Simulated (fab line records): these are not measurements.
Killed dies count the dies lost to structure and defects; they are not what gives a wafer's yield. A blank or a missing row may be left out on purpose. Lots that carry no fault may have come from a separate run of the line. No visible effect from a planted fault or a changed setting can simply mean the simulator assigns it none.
A lot that was struck, set against a sound lot ; flow rit_cmos ; 27 out of 202 route steps
Sound: these wafers, L710.2, L710.3, L710.5. Wafers struck: L720.2, L720.4, L720.5. The cause comes at the end.
Order at every step that has rows: each side's tool, ch and its chambers, its first start. Under that, the readings that differ: sound wafers ; struck wafers ; difference of the means ; sigmas: that difference in standard deviations of wafers without a fault.
alike: readings whose means differ by less than 2 such deviations, and words and numbers that are the same on both sides. not compared: withheld readings, readings that some wafer has no value for, bounds like >300 that may hide the same value, and numbers for which the record gives no deviation and whose values overlap.
A row with sigmas, a row that says differs or no value, or rows on one side alone: a step with any of these is where the two part. Numbers that don't overlap but have no deviation are shown without sigmas and don't part them. A reading that every wafer of one side lacks parts them only if that side has two wafers or more.

first, 4 steps without rows for these wafers: RIT_CONTACT_SOFTBAKE_04 (time 60 s); RIT_CONTACT_EXPOSE_05 (exposes mask M11, target cd 1000 nm); RIT_CONTACT_PEB_06; RIT_CONTACT_DEVELOP_07 (develop time 120 s).
RIT_CONTACT_CD_MEAS_08 targets a cd of 1000 nm.
  sound on cd_sem-01, day 5 12:50; struck on cd_sem-02, day 7 08:10
  alike: cd_nm
RIT_CONTACT_OVL_MEAS_09:
  sound on overlay-02, day 5 12:56; struck on overlay-01, day 7 08:16
  alike: CONTACT_OVL
then, 1 step without rows for these wafers: RIT_CONTACT_HARDBAKE_10 (time 60 s).
RIT_CONTACT_ETCH_11: etches SiO2 in CHF3/CF4/Ar, stops on TiSi2, target depth 480 nm, time 320 s.
  sound on rie_diel-02 ch 1,2, day 5 13:07; struck on rie_diel-01 ch 0,2,3, day 7 08:29
  alike: O2_flow_sccm, drypump_motor_current_A, oes_product_au, rf_fwd_power_W, throttle_valve_pct
  not compared: rf_hours_counter_h
RIT_CONTACT_STRIP_12: strips in O2, time 180 s.
  sound on plasma_asher-01 ch 0, day 5 13:19; struck on plasma_asher-01 ch 1, day 7 08:41
  alike: drypump_motor_current_A
  not compared: rf_hours_counter_h
RIT_CONTACT_CD_MEAS_90 targets a cd of 1000 nm.
  sound on cd_sem-02, day 5 13:30; struck on cd_sem-02, day 7 08:52
  alike: cd_nm
then, 2 steps without rows for these wafers: RIT_CONTACT_CLEAN_13 (cleans in SC1, time 600 s); RIT_CONTACT_CLEAN_14 (cleans in SC2, time 600 s).
RIT_M1_SPUTTER_00: material Al, target thk 400 nm, time 500 s.
  sound on pvd_sputter-02, day 5 13:58; struck on pvd_sputter-01, day 7 09:20
  alike: throttle_valve_pct
  not compared: model.Al_of_M1_SPUTTER_00.thk_nm
RIT_M1_RS_MEAS_01: the measuring method here is four-point-probe.
  sound on film_metro-01, day 5 14:20; struck on film_metro-04, day 7 09:39
  alike: M1_AL_RS
RIT_M1_THK_MEAS_02: measures by xrf.
  sound on film_metro-01, day 5 14:26; struck on film_metro-04, day 7 09:46
  alike: M1_AL_THK
then, 6 steps without rows for these wafers: RIT_M1_HMDS_03 (prime time 60 s); RIT_M1_COAT_04 (resist thk 1300 nm); RIT_M1_SOFTBAKE_05 (time 60 s); RIT_M1_EXPOSE_06 (exposes mask M12, target cd 2600 nm); RIT_M1_PEB_07; RIT_M1_DEVELOP_08 (develop time 68 s).
RIT_M1_CD_MEAS_09 targets a cd of 2600 nm.
  sound on cd_sem-02, day 5 15:23; struck on cd_sem-02, day 7 10:47
  alike: cd_nm
RIT_M1_OVL_MEAS_10:
  sound on overlay-01, day 5 15:30; struck on overlay-01, day 7 10:54
  alike: M1_OVL
then, 1 step without rows for these wafers: RIT_M1_HARDBAKE_11 (time 120 s).
RIT_M1_METAL_ETCH_12: etches Al in Cl2/BCl3, stops on SiO2, time 165 s, target depth 600 nm.
  sound on rie_metal-03 ch 0,1, day 5 15:47; struck on rie_metal-03 ch 0,1, day 7 11:11
  alike: bcl3_flow_sccm, drypump_motor_current_A, he_backside_leak_sccm, oes_product_au, rf_fwd_power_W, throttle_valve_pct
  not compared: rf_hours_counter_h, model.etch.depth_nm, model.M1.feature_depth_nm
then, 1 step without rows for these wafers: RIT_M1_STRIP_13 (strips in nmp, time 600 s).
RIT_M1_PROBE_99:
  sound on prober-02, day 5 18:06; struck on prober-01, day 7 13:36
  alike: defect_limited_yield, killed_at_contacts, killed_at_front_end, killed_dies, killed_on_rim, killed_open, killed_short, sort_bin_3_pad_short, sort_bin_5_function, sort_bin_6_memory, sort_n_pass, sort_yield_pct
  not compared: model.etest.m1.rs_ohm_sq

== WHERE THEY PART ==
Nowhere in this record.

WHY: whatever the simulator had introduced
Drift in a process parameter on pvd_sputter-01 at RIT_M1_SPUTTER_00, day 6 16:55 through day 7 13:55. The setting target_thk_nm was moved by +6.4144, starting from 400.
